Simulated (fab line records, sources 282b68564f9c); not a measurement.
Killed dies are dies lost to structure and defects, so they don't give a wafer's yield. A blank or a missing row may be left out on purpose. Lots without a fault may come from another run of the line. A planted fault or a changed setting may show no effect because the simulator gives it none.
fab line records | flow rit_cmos
record lots=6 wafers=18 last_day=6
route steps=202 shown SILICIDE@163 CONTACT@168 M1@202
lots that met no fault: from a run of the same line without faults
start_h: hours from the record's first day to the start of the lot's first wafer shown | wait_h: hours since the lot's step before | " the same as in the row above | L1.1+2: a row that stands for several wafers | - no value, or no start given | * or withheld: withheld | < > ~ a bound
route shown NAME@n: a module of which the file shows steps, and the number in the route of the first | usual: mean/standard deviation of fault-free wafers | same: alike in all rows | chamber/n: place in a boat | sites: the reading at each site | _std_site: their standard deviation | _edge_site: outer sites' mean less inner sites' | radius_mm: how far each site lies from the wafer's centre | mask NAME#n: copy n | behind: the tool/chamber that last shaped the wafer | hold: why the lot was held/for how many hours/how that ended | device: the transistor (n, p or np) that didn't switch | end of line: the same wafers' tests at the end of the route | a step without rows: its recipe alone | killed: dies lost to structure and defects at the first sort, not the wafer's yield | map: a wafer's dies, x killed, . not, _ none there
set.NAME: the setting as run; set.NAME@STEP: as run at that earlier step | model.NAME: the simulator's own value behind a step, which no gauge read
lots at some steps of the route; a table a step, a row a wafer
services: from which hour (start_h, from the record's first day; less than 0 if before it) a tool's chamber was out of use, for how many hours, and why
## steps
# step RIT_SILICIDE_RS_MEAS_02
# recipe thk_meas_gauge=four-point-probe reads=Ti_of_SILICIDE_SPUTTER_01
# usual SILICIDE_TI_RS=48.0/0.64
# columns lot.wafer tool chamber start_h wait_h SILICIDE_TI_RS[ohm/sq]
L464.4 film_metro-02 - 66.61 0.1 48.6
L464.5 " - " " 48.3
L464.6 " - " " 48.7
L469.1 film_metro-03 - 94.85 0.1 48.3
L469.2 " - " " 48.4
L469.6 " - " " 48.5
L473.2 film_metro-02 - 111.95 0.1 47.6
L473.3 " - " " 48.1
L473.4 " - " " 47.9
L474.2 film_metro-01 - 116.41 0.1 49.2
L474.5 " - " " 49.0
L474.6 " - " " 48.7
L479.2 film_metro-02 - 142.93 0.1 47.4
L479.3 " - " " 48.1
L479.4 " - " " 48.1
L480.3 film_metro-03 - 146.34 0.1 48.4
L480.4 " - " " 48.6
L480.6 " - " " 48.2
# step RIT_SILICIDE_THK_MEAS_03
# recipe thk_meas_gauge=xrf reads=Ti_of_SILICIDE_SPUTTER_01
# usual SILICIDE_TI_THK=29.8/0.34
# columns lot.wafer tool chamber start_h wait_h SILICIDE_TI_THK[nm]
L464.4 film_metro-02 - 66.70 0.1 29.4
L464.5 " - " " 29.7
L464.6 " - " " 29.4
L469.1 film_metro-03 - 94.97 0.1 29.9
L469.2 " - " " 29.6
L469.6 " - " " 29.7
L473.2 film_metro-02 - 112.06 0.1 30.1
L473.3 " - " " 29.8
L473.4 " - " " 29.8
L474.2 film_metro-01 - 116.52 0.1 29.4
L474.5 " - " " 29.5
L474.6 " - " " 29.5
L479.2 film_metro-02 - 143.04 0.1 30.1
L479.3 " - " " 29.9
L479.4 " - " " 29.9
L480.3 film_metro-03 - 146.44 0.1 29.6
L480.4 " - " " 29.6
L480.6 " - " " 29.8
# step RIT_SILICIDE_RTA_04
# recipe temp_c=650 time_s=10 idle_temp_c=25 ramp_up_s=5 ramp_down_s=5 cool_to_c=25 ambient=N2
# usual wafer_temp_C_max=653.3/0.63
# columns lot.wafer tool chamber start_h wait_h wafer_temp_C_max
L464.4 rtp_anneal-01 0 66.76 0.1 653.8
L464.5 " 0 " " 652.9
L464.6 " 0 " " 652.8
L469.1 rtp_anneal-02 0 95.03 0.1 654.7
L469.2 " 0 " " 652.8
L469.6 " 0 " " 653.7
L473.2 rtp_anneal-02 0 112.12 0.1 652.4
L473.3 " 0 " " 654.0
L473.4 " 0 " " 652.8
L474.2 rtp_anneal-01 0 116.59 0.1 653.7
L474.5 " 0 " " 653.1
L474.6 " 0 " " 652.8
L479.2 rtp_anneal-02 0 143.10 0.1 653.2
L479.3 " 0 " " 653.7
L479.4 " 0 " " 652.8
L480.3 rtp_anneal-01 0 146.50 0.1 653.7
L480.4 " 0 " " 653.7
L480.6 " 0 " " 652.9
# step RIT_SILICIDE_WET_ETCH_05
# recipe chemistry=SPM target=Ti temp_c=90 time_s=120 dry=n2_spin
# step RIT_SILICIDE_RTA_06
# recipe temp_c=750 time_s=10 idle_temp_c=25 ramp_up_s=5 ramp_down_s=10 cool_to_c=25 ambient=N2
# usual wafer_temp_C_max=753.8/0.79
# columns lot.wafer tool chamber start_h wait_h wafer_temp_C_max
L464.4 rtp_anneal-02 0 66.87 0.0 753.9
L464.5 " 0 " " 754.3
L464.6 " 0 " " 753.7
L469.1 rtp_anneal-01 0 95.14 0.0 754.3
L469.2 " 0 " " 754.9
L469.6 " 0 " " 754.4
L473.2 rtp_anneal-01 0 112.24 0.0 753.4
L473.3 " 0 " " 753.6
L473.4 " 0 " " 754.5
L474.2 rtp_anneal-02 0 116.70 0.0 753.9
L474.5 " 0 " " 751.6
L474.6 " 0 " " 753.0
L479.2 rtp_anneal-01 0 143.22 0.0 754.6
L479.3 " 0 " " 753.6
L479.4 " 0 " " 754.4
L480.3 rtp_anneal-02 0 146.61 0.0 753.2
L480.4 " 0 " " 752.9
L480.6 " 0 " " 753.5
# step RIT_CONTACT_CVD_00
# recipe material=SiO2 target_thk_nm=400 precursor=TEOS temp_c=390 time_s=61 rf_w=400
# usual heater_power_w=291/46
# columns lot.wafer tool chamber start_h wait_h heater_power_w
L464.4 pecvd-04 1 66.93 0.0 304
L464.5 " 0 " " 230
L464.6 " 2 " " 336
L469.1 pecvd-02 1 95.21 0.1 211
L469.2 " 0 " " 278
L469.6 " 1 " " 221
L473.2 pecvd-04 2 112.35 0.1 318
L473.3 " 0 " " 245
L473.4 " 0 " " 255
L474.2 pecvd-02 0 116.75 0.0 267
L474.5 " 0 " " 273
L474.6 " 1 " " 238
L479.2 pecvd-04 1 143.27 0.0 304
L479.3 " 2 " " 332
L479.4 " 1 " " 221
L480.3 pecvd-02 2 146.66 0.0 280
L480.4 " 1 " " 236
L480.6 " 2 " " 293
# step RIT_CONTACT_THK_MEAS_01
# recipe reads=SiO2_of_CONTACT_CVD_00
# usual CONTACT_TEOS_THK=399/4.2
# columns lot.wafer tool chamber start_h wait_h CONTACT_TEOS_THK[nm]
L464.4 film_metro-04 - 66.98 0.0 404
L464.5 " - " " 406
L464.6 " - " " 403
L469.1 film_metro-02 - 95.26 0.0 399
L469.2 " - " " 396
L469.6 " - " " 406
L473.2 film_metro-02 - 112.41 0.0 400
L473.3 " - " " 395
L473.4 " - " " 406
L474.2 film_metro-04 - 116.81 0.0 400
L474.5 " - " " 402
L474.6 " - " " 405
L479.2 film_metro-04 - 143.33 0.0 393
L479.3 " - " " 392
L479.4 " - " " 400
L480.3 film_metro-04 - 146.73 0.0 395
L480.4 " - " " 403
L480.6 " - " " 401
# step RIT_CONTACT_HMDS_02
# recipe prime_time_s=60 prime_temp_c=140
# step RIT_CONTACT_COAT_03
# recipe resist=NOVOLAK spin_rpm=3250 resist_thk_nm=1000
# step RIT_CONTACT_SOFTBAKE_04
# recipe resist=NOVOLAK temp_c=90 time_s=60
# step RIT_CONTACT_EXPOSE_05
# recipe mask_id=M11 na=0.6 source_shape=conventional sigma_outer=0.5 target_cd_nm=1000 dose_mj=250
# step RIT_CONTACT_PEB_06
# recipe resist=NOVOLAK temp_c=withheld time_s=withheld
# step RIT_CONTACT_DEVELOP_07
# recipe resist=NOVOLAK develop_time_s=120 dev_temp_c=23
# usual chill_plate_temp_C=23.00/0.1
# columns lot.wafer tool chamber start_h wait_h chill_plate_temp_C
L464.4 litho_track-02 0 67 - 22.95
L464.5 " 0 68 - 22.95
L464.6 " 0 " " 23.02
L469.1 litho_track-03 0 96 - 22.97
L469.2 " 0 " " 23.17
L469.6 " 0 " " 22.98
L473.2 litho_track-02 0 113 - 22.90
L473.3 " 0 " " 23.03
L473.4 " 0 " " 23.01
L474.2 litho_track-02 0 117 - 23.05
L474.5 " 0 " " 23.09
L474.6 " 0 " " 23.00
L479.2 litho_track-03 0 144 - 23.13
L479.3 " 0 " " 23.11
L479.4 " 0 " " 22.86
L480.3 litho_track-03 0 147 - 22.99
L480.4 " 0 " " 23.02
L480.6 " 0 " " 22.99
# step RIT_CONTACT_CD_MEAS_08
# recipe target_cd_nm=1000
# usual cd_nm=1000.1/1.9
# columns lot.wafer tool chamber start_h wait_h cd_nm
L464.4 cd_sem-01 - 68.15 - 999.8
L464.5 " - " " 1000.2
L464.6 " - " " 997.9
L469.1 cd_sem-02 - 96.28 - 1000.6
L469.2 " - " " 999.1
L469.6 " - " " 1001.4
L473.2 cd_sem-01 - 113.45 - 1032.0
L473.3 " - " " 1032.2
L473.4 " - " " 1035.1
L474.2 cd_sem-02 - 117.91 - 1025.2
L474.5 " - " " 1023.8
L474.6 " - " " 1024.1
L479.2 cd_sem-02 - 144.49 - 1002.6
L479.3 " - " " 1000.4
L479.4 " - " " 1001.0
L480.3 cd_sem-01 - 147.90 - 1002.4
L480.4 " - " " 1000.1
L480.6 " - " " 1002.5
# step RIT_CONTACT_OVL_MEAS_09
# usual CONTACT_OVL=-0.5/1.5
# columns lot.wafer tool chamber start_h wait_h CONTACT_OVL[nm]
L464.4 overlay-01 - 68.23 0.1 -1.3
L464.5 " - " " -2.0
L464.6 " - " " -2.8
L469.1 overlay-01 - 96.40 0.1 -3.9
L469.2 " - " " -2.8
L469.6 " - " " -2.2
L473.2 overlay-01 - 113.56 0.1 -3.4
L473.3 " - " " -3.6
L473.4 " - " " -2.1
L474.2 overlay-02 - 118.01 0.1 -1.1
L474.5 " - " " -0.2
L474.6 " - " " 0.8
L479.2 overlay-01 - 144.60 0.1 0.4
L479.3 " - " " 0.4
L479.4 " - " " -1.8
L480.3 overlay-01 - 147.99 0.1 0.0
L480.4 " - " " 0.0
L480.6 " - " " 1.2
# step RIT_CONTACT_HARDBAKE_10
# recipe resist=NOVOLAK temp_c=140 time_s=60
# step RIT_CONTACT_ETCH_11
# recipe target_depth_a=4800 over_etch_frac=0.2 stop_on=TiSi2 chemistry=CHF3/CF4/Ar target=SiO2 CHF3_flow_sccm=50 cf4_flow_sccm=10 Ar_flow_sccm=100 O2_flow_sccm=5 pressure_mtorr=100 rf_w=200 time_s=320
# usual drypump_motor_current_A=5.8/0.49 oes_product_au=0.989/0.015 throttle_valve_pct=8.84/0.12
# columns lot.wafer tool chamber start_h wait_h drypump_motor_current_A oes_product_au rf_hours_counter_h throttle_valve_pct model.CONTACT.cd_nm
L464.4 rie_diel-04 3 68.50 0.1 5.6 1.016 - 9.04 999.5
L464.5 " 1 " " 5.1 0.992 - 8.73 1000
L464.6 " 2 " " 5.3 0.966 - 8.78 997.8
L469.1 rie_diel-03 0 96.59 0.1 6.1 0.990 91 8.88 1001
L469.2 " 2 " " 5.8 0.977 6 8.79 999.3
L469.6 " 2 " " 5.8 0.976 - 8.79 1001
L473.2 rie_diel-04 3 113.74 0.1 5.6 1.015 53 9.01 1032
L473.3 " 1 " " 5.1 0.987 38 8.72 1032
L473.4 " 0 " " 6.5 0.976 133 8.69 1035
L474.2 rie_diel-04 3 118.19 0.1 5.6 1.015 54 9.03 1026
L474.5 " 1 " " 5.1 0.998 - 8.74 1024
L474.6 " 2 " " 5.3 0.967 - 8.79 1024
L479.2 rie_diel-04 2 144.78 0.1 5.3 0.961 88 8.78 1002
L479.3 " 3 " " 5.6 1.015 54 9.01 1000
L479.4 " 0 " " 6.5 0.983 134 8.70 1001
L480.3 rie_diel-03 0 148.16 0.1 6.1 0.993 92 8.88 1002
L480.4 " 3 " " 5.9 0.989 40 8.76 999.9
L480.6 " 1 " " 6.2 0.997 - 9.04 1003
# step RIT_CONTACT_STRIP_12
# recipe chemistry=O2 time_s=180 resist=NOVOLAK platen_temp_c=withheld power_w=500 pressure_mtorr=4000 o2_flow_sccm=4000
# usual drypump_motor_current_A=5.8/0.5
# columns lot.wafer tool chamber start_h wait_h drypump_motor_current_A rf_hours_counter_h
L464.4 plasma_asher-02 0 68.65 0.1 5.5 -
L464.5 " 0 " " 5.5 -
L464.6 " 1 " " 5.7 -
L469.1 plasma_asher-01 0 96.78 0.1 5.3 44
L469.2 " 1 " " 6.3 44
L469.6 " 1 " " 6.3 -
L473.2 plasma_asher-01 1 113.93 0.1 6.3 46
L473.3 " 0 " " 5.3 -
L473.4 " 1 " " 6.3 -
L474.2 plasma_asher-01 0 118.39 0.1 5.3 47
L474.5 " 1 " " 6.3 -
L474.6 " 0 " " 5.3 -
L479.2 plasma_asher-03 1 144.97 0.1 5.4 52
L479.3 " 1 " " 5.4 -
L479.4 " 0 " " 6.7 -
L480.3 plasma_asher-02 1 148.42 0.2 5.7 -
L480.4 " 0 " " 5.4 -
L480.6 " 1 " " 5.7 -
# step RIT_M1_PROBE_99
# usual killed_at_contacts=0.1/0.24 killed_at_front_end=7/3.1 killed_dies=7/3.1 killed_open=3.3/2 killed_short=3.4/2.1
# same gross_dies=264 killed_at_M0_to_M3=0 killed_at_M4_up=0 killed_at_back_side=0 killed_at_other=0
# columns lot.wafer tool chamber start_h wait_h killed_at_contacts killed_at_front_end killed_dies killed_open killed_short model.etest.contact_to_gate.bv_left_v model.etest.contact_to_gate.bv_right_v
L464.4 prober-02 - 74.19 0.2 0 9 9 4 5 89.65 92.95
L464.5 prober-02 - 74.24 0.2 0 11 11 5 6 88.5 89.81
L464.6 prober-02 - 74.29 0.2 0 4 4 2 2 90.11 89.95
L469.1 prober-01 - 102.16 0.1 1 3 4 2 2 88.88 92.72
L469.2 prober-01 - 102.21 0.1 0 2 2 2 0 90.05 93.82
L469.6 prober-01 - 102.41 0.2 0 4 4 3 1 87.83 90.58
L473.2 prober-02 - 119.21 0.1 0 5 5 3 2 82.04 83.88
L473.3 prober-02 - 119.26 0.2 0 6 6 3 3 82.26 82.53
L473.4 prober-02 - 119.31 0.2 0 6 6 4 2 78.09 84.85
L474.2 prober-01 - 123.72 0.1 0 6 6 2 4 82.67 83.68
L474.5 prober-01 - 123.87 0.2 0 2 2 1 1 85.71 83.65
L474.6 prober-01 - 123.92 0.2 0 6 6 3 3 84.84 81.77
L479.2 prober-02 - 149.92 0.1 0 5 5 5 0 87.8 92.24
L479.3 prober-02 - 149.97 0.2 0 4 4 3 1 88.32 88.75
L479.4 prober-02 - 150.02 0.2 0 6 6 5 1 90.12 92.04
L480.3 prober-01 - 153.77 0.2 0 6 6 3 3 94.42 91.22
L480.4 prober-01 - 153.82 0.2 0 4 4 1 3 90.35 91.81
L480.6 prober-01 - 153.92 0.2 0 12 12 5 7 91.23 89.5
# killed by level:class
L464.4 FOX1:geometric_particle:short=2 GATE:geometric_particle:short=2 FOX1:geometric_particle:open=1 FOX2:geometric_particle:open=1 GATE:geometric_particle:open=1 REOX:geometric_particle:short=1 SPACER:geometric_particle:open=1
L464.5 REOX:geometric_particle:short=2 FOX1:geometric_particle:short=1 FOX1:geometric_particle:open=1 FOX2:geometric_particle:short=1 FOX2:geometric_particle:open=1 GATE:geometric_particle:open=1 REOX:geometric_particle:open=1 SPACER:geometric_particle:short=1
L464.6 FOX1:geometric_particle:short=1 GATE:geometric_particle:open=1 GATE:geometric_particle:short=1 REOX:geometric_particle:open=1
L469.1 FOX1:geometric_particle:open=1 FOX1:geometric_particle:short=1 GATE:geometric_particle:short=1 CONTACT:geometric_particle:open=1
L469.2 GATE:geometric_particle:open=2
L469.6 GATE:geometric_particle:open=2 FOX1:geometric_particle:open=1 REOX:geometric_particle:short=1
L473.2 GATE:geometric_particle:open=2 GATE:geometric_particle:short=1 SILICIDE:geometric_particle:open=1 STARTING-WAFER:geometric_particle:short=1
L473.3 GATE:geometric_particle:open=3 FOX1:geometric_particle:short=1 FOX2:geometric_particle:short=1 SPACER:geometric_particle:short=1
L473.4 GATE:geometric_particle:short=2 GATE:geometric_particle:open=2 SPACER:geometric_particle:open=2
L474.2 GATE:geometric_particle:short=3 GATE:geometric_particle:open=2 SPACER:geometric_particle:short=1
L474.5 FOX2:geometric_particle:open=1 SPACER:geometric_particle:short=1
L474.6 GATE:geometric_particle:short=2 GATE:geometric_particle:open=2 REOX:geometric_particle:short=1 SILICIDE:geometric_particle:open=1
L479.2 GATE:geometric_particle:open=3 FOX2:geometric_particle:open=1 SILICIDE:geometric_particle:open=1
L479.3 FOX1:geometric_particle:open=2 REOX:geometric_particle:short=1 SPACER:geometric_particle:open=1
L479.4 FOX1:geometric_particle:open=2 GATE:geometric_particle:open=1 REOX:geometric_particle:open=1 SILICIDE:geometric_particle:open=1 SILICIDE:geometric_particle:short=1
L480.3 FOX2:geometric_particle:open=2 FOX1:geometric_particle:short=1 SPACER:geometric_particle:open=1 SPACER:geometric_particle:short=1 SILICIDE:geometric_particle:short=1
L480.4 FOX1:geometric_particle:short=1 GATE:geometric_particle:short=1 GATE:geometric_particle:open=1 SPACER:geometric_particle:short=1
L480.6 FOX1:geometric_particle:short=5 FOX1:geometric_particle:open=2 SILICIDE:geometric_particle:short=2 GATE:geometric_particle:open=1 REOX:geometric_particle:open=1 SILICIDE:geometric_particle:open=1
## services
# columns tool chamber start_h hours kind
rie_diel-04 0 56.91 12.7 repair
pecvd-04 - 57.33 1.1 repair
rie_diel-03 - 67.91 0.5 repair
rie_diel-04 0 70.42 10.5 repair
pecvd-04 - 98.63 1.9 repair
pecvd-02 - 100.54 14.6 pm
plasma_asher-02 - 108.75 9.0 pm
plasma_asher-02 0 108.75 9.0 vent_cycle
plasma_asher-02 1 108.75 9.0 vent_cycle
plasma_asher-03 - 117.44 8.2 repair
plasma_asher-02 0 117.75 - clean
plasma_asher-02 1 117.75 - clean
rtp_anneal-02 - 131.24 2.6 pm
plasma_asher-02 - 144.55 1.7 repair
plasma_asher-01 - 145.50 6.2 pm
## key
first_sign step=RIT_CONTACT_CD_MEAS_08 reading=cd_nm direction=up sigmas=15 usual=1000.1 struck=1028.7 through=control_loop
effect none on later readings
model_effect step=RIT_CONTACT_ETCH_11 value=CONTACT.cd_nm without=1001 struck=1029
model_effect step=RIT_M1_PROBE_99 value=etest.contact_to_gate.bv_left_v without=89.49 struck=82.6
met_at RIT_CONTACT_DEVELOP_07
struck_wafers L473.2,L473.3,L473.4,L474.2,L474.5,L474.6
tester_left_out L473,L474
loop_trim step=RIT_CONTACT_EXPOSE_05 setting=dose lots=L474
onset_between 67 113
fault kind=process_parameter_drift tool=litho_track-02 chamber=- onset_h=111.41 steps=RIT_CONTACT_DEVELOP_07 channel=develop_time_s offset=* shape=step end_h=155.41 acts_in=* stated=*
# tester_left_out: of these lots the tester's yield and bins aren't shown, on N5 and GAA mostly nor the transistor test; their killed dies are dies lost to structure and defects alone, not to doping, threshold or leakage, so they don't give the yield
# loop_trim: a control loop set the setting to another value than it would have without faults
